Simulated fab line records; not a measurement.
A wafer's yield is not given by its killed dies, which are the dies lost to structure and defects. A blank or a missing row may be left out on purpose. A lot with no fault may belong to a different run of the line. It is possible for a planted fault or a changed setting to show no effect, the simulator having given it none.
fab line records	flow ritCmos
record: lots: 6	wafers: 18	lastDay: 7
route steps=202 shown SPACER@127 NSD@131 PSD@143 SDANNEAL@153 PLDD@159 M1@202
lots untouched by any fault: they come from a run of this same line in which no faults occurred
startH: hours from the record's opening day to when the first of the lot's shown wafers began	waitH: hours from the lot's prior step to this one	" repeats the value in the row above	L1.1+2: one row covering several wafers at once	- no value, or no start given	* or withheld: withheld	< > ~ a bound
route shown NAME@n: names a module that has steps shown in the file, with the first one's number in the route	usual: mean/standard deviation of fault-free wafers	same: alike in all rows	chamber/n: place in a boat	sites: each site's reading	_std_site: their standard deviation	_edge_site: outer sites' mean less inner sites'	radiusMm: for every site, how far away it sits from the centre of the wafer	mask NAME#n: copy n	behind: the last tool/chamber to shape the wafer	hold: why the lot was held/for how many hours/how that ended	device: which transistor (n, p or np) failed to switch	end of line: at the end of the route, the tests of the same wafers	for a step that has no rows: nothing shown but its recipe	killed: count of dies lost to structure and defects at first sort (not the wafer's yield)	map: a wafer's dies, marking killed ones x, the rest . and places with no die _
set.NAME: the run value of the setting; set.NAME@STEP: its run value at that earlier step	model.NAME: the simulator's own value behind a step, which no gauge read
a table for each step, a row for each wafer; lots at some steps of the route
services: from which hour (startH, from the record's first day; less than 0 if before it) a tool's chamber was out of use, for how many hours, and why
== steps ==
step: RIT_SPACER_CLEAN_02
recipe: chemistry: SC2	mix: 3:3:50	timeS: 600	tempC: 75	dry: n2Spin
step: RIT_SPACER_CVD_03
recipe: material: Si3N4	targetThkNm: 250	tempC: 810	precursor: SiH2Cl2/NH3	timeS: 3173	pressureMtorr: 300	sih2cl2FlowSccm: 60	nh3FlowSccm: 150
step: RIT_SPACER_THK_MEAS_04
recipe: reads: Si3N4_of_SPACER_CVD_03
usual: SPACER_NITRIDE_THK: 240.7/2.1
lot.wafer	tool	chamber	startH	waitH	SPACER_NITRIDE_THK[nm]
L358.2	filmMetro-02	-	71.74	0.0	243.5
L358.3	"	-	"	"	244.3
L358.5	"	-	"	"	242.0
L360.2	filmMetro-03	-	82.36	0.0	239.0
L360.4	"	-	"	"	239.4
L360.6	"	-	"	"	242.4
L362.2	filmMetro-03	-	91.82	0.0	236.9
L362.4	"	-	"	"	237.3
L362.6	"	-	"	"	236.3
L368.1	filmMetro-01	-	120.70	0.0	242.1
L368.2	"	-	"	"	242.7
L368.6	"	-	"	"	242.4
L376.1	filmMetro-01	-	161.73	0.0	241.1
L376.3	"	-	"	"	238.3
L376.4	"	-	"	"	239.9
L377.1	filmMetro-01	-	163.36	0.0	238.8
L377.4	"	-	"	"	238.8
L377.6	"	-	"	"	239.1
step: RIT_SPACER_ETCHBACK_05
recipe: targetDepthA: 2500	SF6_flow_sccm: 30	CHF3_flow_sccm: 30	target: Si3N4	chemistry: SF6/CHF3	pressureMtorr: 40	rfW: 250	timeS: 240	stopOn: SiO2
usual: drypumpMotorCurrentA: 5.7/0.49	oesProductAu: 0.827/0.0083	throttleValvePct: 10.33/0.16
same: timeS: 240
lot.wafer	tool	chamber	startH	waitH	drypumpMotorCurrentA	oesProductAu	rfHoursCounterH	throttleValvePct
L358.2	rieDiel-04	2	71.79	0.0	5.0	0.841	8	10.30
L358.3	"	3	"	"	6.0	0.826	98	10.57
L358.5	"	0	"	"	6.5	0.836	-	10.50
L360.2	rieDiel-02	2	82.41	0.0	5.5	0.821	4	10.36
L360.4	"	1	"	"	5.4	0.828	73	10.41
L360.6	"	1	"	"	5.5	0.837	-	10.43
L362.2	rieDiel-01	3	91.87	0.0	5.7	0.818	7	10.42
L362.4	"	1	"	"	5.0	0.814	48	10.32
L362.6	"	1	"	"	5.0	0.809	-	10.32
L368.1	rieDiel-01	2	120.76	0.1	6.1	0.828	49	10.30
L368.2	"	1	"	"	5.0	0.819	49	10.32
L368.6	"	0	"	"	6.5	0.834	-	10.17
L376.1	rieDiel-02	1	161.79	0.1	5.4	0.845	74	10.41
L376.3	"	0	"	"	5.5	0.824	0	10.45
L376.4	"	3	"	"	5.3	0.823	6	9.93
L377.1	rieDiel-04	0	163.42	0.1	6.4	0.838	42	10.48
L377.4	"	2	"	"	5.0	0.825	9	10.30
L377.6	"	2	"	"	4.9	0.828	-	10.29
step: RIT_NSD_HMDS_00
recipe: primeTimeS: 60	primeTempC: 140
step: RIT_NSD_COAT_01
recipe: resist: NOVOLAK	spinRpm: 3250	resistThkNm: 1000
step: RIT_NSD_SOFTBAKE_02
recipe: resist: NOVOLAK	tempC: 90	timeS: 60
step: RIT_NSD_EXPOSE_03
recipe: maskId: M9	na: 0.57	targetCdNm: 40700	doseMj: 250
step: RIT_NSD_PEB_04
recipe: resist: NOVOLAK	tempC: withheld	timeS: withheld
step: RIT_NSD_DEVELOP_05
recipe: resist: NOVOLAK	developTimeS: 50	devTempC: 23
step: RIT_NSD_OVL_MEAS_06
usual: NSD_OVL: -0.9/1.3
lot.wafer	tool	chamber	startH	waitH	NSD_OVL[nm]
L358.2	overlay-01	-	73.03	-	-1.2
L358.3	"	-	"	"	0.3
L358.5	"	-	"	"	-0.7
L360.2	overlay-02	-	83.41	-	-0.7
L360.4	"	-	"	"	0.5
L360.6	"	-	"	"	-1.2
L362.2	overlay-01	-	92.88	-	-1.1
L362.4	"	-	"	"	0.0
L362.6	"	-	"	"	-0.1
L368.1	overlay-01	-	121.76	-	-1.3
L368.2	"	-	"	"	-1.8
L368.6	"	-	"	"	-0.6
L376.1	overlay-01	-	162.92	-	0.3
L376.3	"	-	"	"	0.0
L376.4	"	-	"	"	0.3
L377.1	overlay-02	-	164.64	-	-0.9
L377.4	"	-	"	"	-2.6
L377.6	"	-	"	"	-2.5
step: RIT_NSD_HARDBAKE_07
recipe: resist: NOVOLAK	tempC: 140	timeS: 60
step: RIT_NSD_IMPLANT_08
recipe: species: P	energyKev: 25	doseCm2: 1.023e+15	tiltDeg: 7
usual: beamEnergyKeV: 25.000/0.0079	tiltDeg: 7.002/0.02
lot.wafer	tool	chamber	startH	waitH	beamEnergyKeV	tiltDeg	model.implant.rpNm	model.implant.drpNm
L358.2	implanter-02	0	73.23	0.1	24.993	7.021	33.35	14.84
L358.3	"	0	"	"	24.988	7.024	33.35	14.84
L358.5	"	0	"	"	25.012	7.000	33.35	14.84
L360.2	implanter-01	0	83.62	0.1	24.991	7.032	33.26	14.84
L360.4	"	0	"	"	24.998	7.011	33.26	14.84
L360.6	"	0	"	"	24.996	7.011	33.26	14.84
L362.2	implanter-01	0	93.08	0.1	22.368	6.998	31.17	13.87
L362.4	"	0	"	"	22.354	6.953	31.17	13.87
L362.6	"	0	"	"	22.364	6.989	31.17	13.87
L368.1	implanter-01	0	121.94	0.1	22.348	7.025	30.1	13.87
L368.2	"	0	"	"	22.354	6.951	30.1	13.87
L368.6	"	0	"	"	22.361	7.014	30.1	13.87
L376.1	implanter-03	0	163.10	0.1	25.003	6.977	32.38	14.84
L376.3	"	0	"	"	24.994	7.004	32.38	14.84
L376.4	"	0	"	"	24.995	6.973	32.38	14.84
L377.1	implanter-03	0	164.82	0.1	24.991	6.992	31.45	14.84
L377.4	"	0	"	"	24.999	7.034	31.45	14.84
L377.6	"	0	"	"	24.989	6.994	31.45	14.84
step: RIT_NSD_STRIP_09
recipe: chemistry: O2	timeS: 180	resist: NOVOLAK	platenTempC: withheld	powerW: 500	pressureMtorr: 4000	o2FlowSccm: 4000
usual: drypumpMotorCurrentA: 5.4/0.4
same: timeS: 180
lot.wafer	tool	chamber	startH	waitH	drypumpMotorCurrentA	rfHoursCounterH
L358.2	plasmaAsher-04	1	73.36	0.1	5.6	29
L358.3	"	0	"	"	4.8	-
L358.5	"	0	"	"	4.8	-
L360.2	plasmaAsher-03	0	83.74	0.1	5.5	46
L360.4	"	1	"	"	5.6	-
L360.6	"	1	"	"	5.6	-
L362.2	plasmaAsher-04	0	93.21	0.1	4.8	31
L362.4	"	0	"	"	4.8	-
L362.6	"	1	"	"	5.6	-
L368.1	plasmaAsher-04	1	122.09	0.1	5.6	34
L368.2	"	0	"	"	4.8	34
L368.6	"	0	"	"	4.8	-
L376.1	plasmaAsher-01	0	163.32	0.2	6.0	5
L376.3	"	1	"	"	5.6	-
L376.4	"	0	"	"	6.0	-
L377.1	plasmaAsher-01	0	164.97	0.1	6.0	6
L377.4	"	0	"	"	6.0	-
L377.6	"	0	"	"	6.0	-
step: RIT_NSD_TW_MEAS_10
usual: NSD_TW: 3132/27
lot.wafer	tool	chamber	startH	waitH	hold	NSD_TW
L358.2	filmMetro-01	-	73.54	0.1	-	3108
L358.3	"	-	"	"	-	3107
L358.5	"	-	"	"	-	3110
L360.2	filmMetro-02	-	83.93	0.1	-	3135
L360.4	"	-	"	"	-	3149
L360.6	"	-	"	"	-	3137
L362.2	filmMetro-04	-	93.39	0.1	-	3079
L362.4	"	-	"	"	-	3090
L362.6	"	-	"	"	-	3096
L368.1	filmMetro-01	-	122.27	0.1	awaitDispo/0.2h/release	3030
L368.2	"	-	"	"	awaitDispo/0.2h/release	3018
L368.6	"	-	"	"	awaitDispo/0.2h/release	3011
L368.1	filmMetro-01	-	122.49	0.2	-	3022
L368.2	"	-	"	"	-	3035
L368.6	"	-	"	"	-	3028
L376.1	filmMetro-01	-	163.49	0.1	-	3124
L376.3	"	-	"	"	-	3124
L376.4	"	-	"	"	-	3115
L377.1	filmMetro-02	-	165.15	0.1	-	3165
L377.4	"	-	"	"	-	3153
L377.6	"	-	"	"	-	3149
step: RIT_PSD_COAT_01
recipe: resist: NOVOLAK	spinRpm: 3250	resistThkNm: 1000
step: RIT_PSD_SOFTBAKE_02
recipe: resist: NOVOLAK	tempC: 90	timeS: 60
step: RIT_PSD_EXPOSE_03
recipe: maskId: M10	na: 0.57	targetCdNm: 40900	doseMj: 250
step: RIT_PSD_PEB_04
recipe: resist: NOVOLAK	tempC: withheld	timeS: withheld
step: RIT_PSD_DEVELOP_05
recipe: resist: NOVOLAK	developTimeS: 50	devTempC: 23
step: RIT_PSD_OVL_MEAS_06
usual: PSD_OVL: -0.7/1.3
lot.wafer	tool	chamber	startH	waitH	PSD_OVL[nm]
L358.2	overlay-01	-	74.58	-	0.2
L358.3	"	-	"	"	-0.7
L358.5	"	-	"	"	-0.2
L360.2	overlay-02	-	84.96	-	-3.4
L360.4	"	-	"	"	-2.7
L360.6	"	-	"	"	-3.1
L362.2	overlay-02	-	94.43	-	-0.5
L362.4	"	-	"	"	-1.6
L362.6	"	-	"	"	-1.3
L368.1	overlay-01	-	123.80	-	-0.5
L368.2	"	-	"	"	-0.4
L368.6	"	-	"	"	-0.1
L376.1	overlay-01	-	164.55	-	2.3
L376.3	"	-	"	"	2.4
L376.4	"	-	"	"	0.1
L377.1	overlay-02	-	166.06	-	-1.1
L377.4	"	-	"	"	-1.8
L377.6	"	-	"	"	-0.3
step: RIT_PSD_HARDBAKE_07
recipe: resist: NOVOLAK	tempC: 140	timeS: 60
step: RIT_PSD_IMPLANT_08
recipe: species: BF2	energyKev: 27	doseCm2: 5e+15	tiltDeg: 7
step: RIT_PSD_STRIP_09
recipe: chemistry: O2	timeS: 180	resist: NOVOLAK	platenTempC: withheld	powerW: 500	pressureMtorr: 4000	o2FlowSccm: 4000
usual: drypumpMotorCurrentA: 5.8/0.63
same: timeS: 180
lot.wafer	tool	chamber	startH	waitH	drypumpMotorCurrentA	rfHoursCounterH
L358.2	plasmaAsher-03	1	74.91	0.1	5.6	45
L358.3	"	0	"	"	5.5	-
L358.5	"	1	"	"	5.6	-
L360.2	plasmaAsher-03	1	85.29	0.1	5.6	46
L360.4	"	1	"	"	5.6	-
L360.6	"	1	"	"	5.6	-
L362.2	plasmaAsher-03	0	94.76	0.1	5.5	47
L362.4	"	0	"	"	5.5	-
L362.6	"	1	"	"	5.6	-
L368.1	plasmaAsher-04	0	124.35	0.1	4.8	35
L368.2	"	1	"	"	5.6	35
L368.6	"	1	"	"	5.6	-
L376.1	plasmaAsher-02	1	164.89	0.1	6.1	51
L376.3	"	1	"	"	6.0	-
L376.4	"	0	"	"	6.8	-
L377.1	plasmaAsher-04	1	166.39	0.1	5.6	39
L377.4	"	0	"	"	4.8	-
L377.6	"	0	"	"	4.8	-
step: RIT_PSD_TW_MEAS_10
usual: PSD_TW: 3423/30
lot.wafer	tool	chamber	startH	waitH	PSD_TW
L358.2	filmMetro-01	-	75.09	0.1	3403
L358.3	"	-	"	"	3393
L358.5	"	-	"	"	3429
L360.2	filmMetro-01	-	85.48	0.1	3414
L360.4	"	-	"	"	3412
L360.6	"	-	"	"	3404
L362.2	filmMetro-01	-	94.94	0.1	3407
L362.4	"	-	"	"	3403
L362.6	"	-	"	"	3408
L368.1	filmMetro-04	-	124.53	0.1	3460
L368.2	"	-	"	"	3433
L368.6	"	-	"	"	3450
L376.1	filmMetro-01	-	165.06	0.1	3412
L376.3	"	-	"	"	3400
L376.4	"	-	"	"	3422
L377.1	filmMetro-04	-	166.57	0.1	3472
L377.4	"	-	"	"	3477
L377.6	"	-	"	"	3473
step: RIT_SDANNEAL_CLEAN_00
recipe: chemistry: SC1	mix: 3:3:50	timeS: 600	tempC: 75
step: RIT_SDANNEAL_CLEAN_01
recipe: chemistry: dHF	dilution: 50:1	timeS: 30
step: RIT_SDANNEAL_CLEAN_02
recipe: chemistry: SC2	mix: 3:3:50	timeS: 600	tempC: 75	dry: n2Spin
step: RIT_SDANNEAL_RTA_03
recipe: tempC: 1050	timeS: 5	idleTempC: 600	rampUpCPerS: 342	rampDownCPerS: 171	coolToC: 600	ambient: N2
usual: wafer_temp_C_max: 1053.3/1.1
same: timeS: 5
lot.wafer	tool	chamber	startH	waitH	wafer_temp_C_max
L358.2	rtpAnneal-01	0	75.53	0.0	1053.7
L358.3	"	0	"	"	1054.3
L358.5	"	0	"	"	1054.7
L360.2	rtpAnneal-01	0	85.92	0.0	1052.6
L360.4	"	0	"	"	1053.9
L360.6	"	0	"	"	1052.9
L362.2	rtpAnneal-01	0	95.37	0.0	1052.6
L362.4	"	0	"	"	1055.1
L362.6	"	0	"	"	1053.2
L368.1	rtpAnneal-01	0	124.95	0.0	1053.2
L368.2	"	0	"	"	1052.6
L368.6	"	0	"	"	1056.2
L376.1	rtpAnneal-01	0	165.49	0.0	1053.2
L376.3	"	0	"	"	1050.2
L376.4	"	0	"	"	1053.8
L377.1	rtpAnneal-02	0	167.00	0.0	1052.6
L377.4	"	0	"	"	1053.5
L377.6	"	0	"	"	1053.5
step: RIT_SDANNEAL_RS_MEAS_04
recipe: thkMeasGauge: four-point-probe
usual: PSD_RS: 115.94/0.26
lot.wafer	tool	chamber	startH	waitH	PSD_RS[ohm/sq]
L358.2	filmMetro-02	-	75.60	0.1	115.43
L358.3	"	-	"	"	115.64
L358.5	"	-	"	"	115.60
L360.2	filmMetro-02	-	85.99	0.1	115.80
L360.4	"	-	"	"	116.19
L360.6	"	-	"	"	116.11
L362.2	filmMetro-01	-	95.44	0.1	115.54
L362.4	"	-	"	"	115.82
L362.6	"	-	"	"	115.47
L368.1	filmMetro-02	-	125.01	0.0	115.91
L368.2	"	-	"	"	115.81
L368.6	"	-	"	"	116.39
L376.1	filmMetro-01	-	165.55	0.0	116.16
L376.3	"	-	"	"	115.97
L376.4	"	-	"	"	115.87
L377.1	filmMetro-02	-	167.05	0.0	116.04
L377.4	"	-	"	"	116.01
L377.6	"	-	"	"	116.17
step: RIT_SDANNEAL_RS_MEAS_05
recipe: thkMeasGauge: four-point-probe
usual: NSD_RS: 83.06/0.22
lot.wafer	tool	chamber	startH	waitH	hold	NSD_RS[ohm/sq]
L358.2	filmMetro-02	-	75.72	0.1	-	82.78
L358.3	"	-	"	"	-	82.81
L358.5	"	-	"	"	-	82.81
L360.2	filmMetro-02	-	86.11	0.1	-	83.14
L360.4	"	-	"	"	-	83.02
L360.6	"	-	"	"	-	83.34
L362.2	filmMetro-01	-	95.56	0.1	awaitDispo/0.2h/release	84.16
L362.4	"	-	"	"	awaitDispo/0.2h/release	83.89
L362.6	"	-	"	"	awaitDispo/0.2h/release	84.06
L362.2	filmMetro-01	-	97.91	2.3	-	84.11
L362.4	"	-	"	"	-	84.06
L362.6	"	-	"	"	-	84.02
L368.1	filmMetro-02	-	125.13	0.1	awaitDispo/0.2h/release	84.64
L368.2	"	-	"	"	awaitDispo/0.2h/release	84.21
L368.6	"	-	"	"	awaitDispo/0.2h/release	84.40
L368.1	filmMetro-02	-	125.58	0.4	-	84.67
L368.2	"	-	"	"	-	84.20
L368.6	"	-	"	"	-	84.56
L376.1	filmMetro-01	-	165.67	0.1	-	83.42
L376.3	"	-	"	"	-	83.13
L376.4	"	-	"	"	-	83.18
L377.1	filmMetro-02	-	167.17	0.1	-	82.78
L377.4	"	-	"	"	-	82.88
L377.6	"	-	"	"	-	82.82
step: RIT_SDANNEAL_RS_MEAS_06
recipe: thkMeasGauge: four-point-probe
usual: PLDD_RS: 178.6/0.51
lot.wafer	tool	chamber	startH	waitH	hold	PLDD_RS[ohm/sq]
L358.2	filmMetro-02	-	75.84	0.1	-	177.7
L358.3	"	-	"	"	-	177.8
L358.5	"	-	"	"	-	178.3
L360.2	filmMetro-02	-	86.23	0.1	-	178.2
L360.4	"	-	"	"	-	178.8
L360.6	"	-	"	"	-	178.9
L362.2	filmMetro-01	-	104.98	7.1	awaitDispo/7.0h/release	179.0
L362.4	"	-	"	"	awaitDispo/7.0h/release	178.8
L362.6	"	-	"	"	awaitDispo/7.0h/release	178.6
L368.1	filmMetro-02	-	130.76	5.2	awaitDispo/5.0h/release	178.5
L368.2	"	-	"	"	awaitDispo/5.0h/release	178.7
L368.6	"	-	"	"	awaitDispo/5.0h/release	178.4
L376.1	filmMetro-01	-	165.79	0.1	-	179.5
L376.3	"	-	"	"	-	179.1
L376.4	"	-	"	"	-	179.0
L377.1	filmMetro-02	-	167.29	0.1	-	178.9
L377.4	"	-	"	"	-	178.5
L377.6	"	-	"	"	-	178.3
step: RIT_M1_PROBE_99
usual: killedAtContacts: 0.1/0.35	killedAtFrontEnd: 6.9/2.8	killedDies: 7.0/2.8	killedOpen: 3.4/2	killedShort: 3.5/2.1
same: grossDies: 264	killed_at_M0_to_M3: 0	killed_at_M4_up: 0	killedAtBackSide: 0	killedAtOther: 0
lot.wafer	tool	chamber	startH	waitH	killedAtContacts	killedAtFrontEnd	killedDies	killedOpen	killedShort
L360.2	prober-01	-	93.48	0.1	0	9	9	3	6
L360.4	prober-01	-	93.58	0.2	0	7	7	4	3
L360.6	prober-01	-	93.68	0.2	0	9	9	6	3
L362.2	prober-01	-	112.02	0.1	0	9	9	5	4
L362.4	prober-01	-	112.12	0.2	0	6	6	4	2
L362.6	prober-01	-	112.22	0.2	0	11	11	8	3
L368.1	prober-01	-	138.06	0.1	0	6	6	3	3
L368.2	prober-01	-	138.11	0.1	0	8	8	3	5
L368.6	prober-01	-	138.31	0.2	0	9	9	5	4
L377.1	prober-02	-	174.41	0.1	0	3	3	1	2
L377.4	prober-02	-	174.56	0.2	0	3	3	2	1
L377.6	prober-02	-	174.66	0.2	0	8	8	6	2
killed by level:class
L360.2 GATE:geometricParticle:short=2 SPACER:geometricParticle:short=2 SPACER:geometricParticle:open=2 SILICIDE:geometricParticle:short=2 GATE:geometricParticle:open=1
L360.4 SPACER:geometricParticle:open=3 GATE:geometricParticle:short=2 FOX1:geometricParticle:short=1 REOX:geometricParticle:open=1
L360.6 SPACER:geometricParticle:open=3 GATE:geometricParticle:open=2 FOX1:geometricParticle:open=1 GATE:geometricParticle:short=1 REOX:geometricParticle:short=1 SILICIDE:geometricParticle:short=1
L362.2 GATE:geometricParticle:open=2 FOX1:geometricParticle:open=1 FOX1:geometricParticle:short=1 GATE:geometricParticle:short=1 REOX:geometricParticle:short=1 SPACER:geometricParticle:open=1 SILICIDE:geometricParticle:open=1 SILICIDE:geometricParticle:short=1
L362.4 FOX1:geometricParticle:open=1 FOX2:geometricParticle:open=1 GATE:geometricParticle:short=1 GATE:geometricParticle:open=1 REOX:geometricParticle:short=1 SILICIDE:geometricParticle:open=1
L362.6 SILICIDE:geometricParticle:open=4 FOX2:geometricParticle:open=2 FOX2:geometricParticle:short=1 GATE:geometricParticle:short=1 REOX:geometricParticle:open=1 REOX:geometricParticle:short=1 SPACER:geometricParticle:open=1
L368.1 GATE:geometricParticle:short=2 SILICIDE:geometricParticle:open=2 FOX1:geometricParticle:short=1 REOX:geometricParticle:open=1
L368.2 GATE:geometricParticle:short=3 FOX1:geometricParticle:short=1 GATE:geometricParticle:open=1 REOX:geometricParticle:open=1 SILICIDE:geometricParticle:short=1 SILICIDE:geometricParticle:open=1
L368.6 GATE:geometricParticle:short=3 GATE:geometricParticle:open=3 FOX1:geometricParticle:open=1 FOX1:geometricParticle:short=1 REOX:geometricParticle:open=1
L377.1 FOX1:geometricParticle:short=1 GATE:geometricParticle:short=1 REOX:geometricParticle:open=1
L377.4 FOX1:geometricParticle:open=1 REOX:geometricParticle:open=1 REOX:geometricParticle:short=1
L377.6 FOX1:geometricParticle:open=2 GATE:geometricParticle:open=2 REOX:geometricParticle:short=2 FOX2:geometricParticle:open=1 REOX:geometricParticle:open=1
== services ==
tool	chamber	startH	hours	kind
rieDiel-04	0	57.62	2.5	repair
rtpAnneal-02	-	61.47	5.5	pm
plasmaAsher-03	-	62.49	0.7	repair
rieDiel-02	1	82.84	1.4	repair
implanter-03	-	88.29	0.5	repair
plasmaAsher-04	-	93.69	0.4	repair
plasmaAsher-04	-	105.16	2.2	repair
plasmaAsher-01	-	108.75	9.0	pm
plasmaAsher-01	0	108.75	9.0	ventCycle
plasmaAsher-01	1	108.75	9.0	ventCycle
rtpAnneal-01	-	112.33	4.4	pm
plasmaAsher-01	0	117.75	-	clean
plasmaAsher-01	1	117.75	-	clean
plasmaAsher-02	-	123.99	3.4	repair
implanter-03	-	128.69	2.9	repair
rieDiel-02	0	137.96	-	clean
rieDiel-02	0	137.96	23.7	scheduledDown
rieDiel-02	0	137.96	23.7	ventCycle
plasmaAsher-02	-	144.26	7.2	repair
rieDiel-04	3	145.27	2.7	repair
implanter-03	-	152.57	3.6	repair
plasmaAsher-04	-	162.57	3.1	repair
== key ==
firstSign: step: RIT_NSD_IMPLANT_08	reading: beamEnergyKeV	direction: down	sigmas: 99+	usual: 25.000	struck: 22.358
effect: step: RIT_NSD_TW_MEAS_10	reading: visit	direction: added
effect: step: RIT_SDANNEAL_RS_MEAS_05	reading: visit	direction: added
effect: step: RIT_SDANNEAL_RS_MEAS_05	reading: NSD_RS	direction: up	sigmas: 5.3	usual: 83.06	struck: 84.23
modelEffect: step: RIT_NSD_IMPLANT_08	value: implant.rpNm	without: 33.04	struck: 30.64
metAt RIT_NSD_IMPLANT_08
struckWafers L362.2,L362.4,L362.6,L368.1,L368.2,L368.6
testerLeftOut L362,L368
onsetBetween 83.62 93.08
fault: kind: processParameterDrift	tool: implanter-01	chamber: -	onsetH: 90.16	steps: RIT_NSD_IMPLANT_08	channel: energyKev	offset: -2.6431	shape: step	endH: 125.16	actsIn: theseRecipesOnly	stated: 25
testerLeftOut: of these lots the tester's yield and bins aren't shown, on N5 and GAA mostly nor the transistor test; their killed dies are dies lost to structure and defects alone, not to doping, threshold or leakage, so they don't give the yield
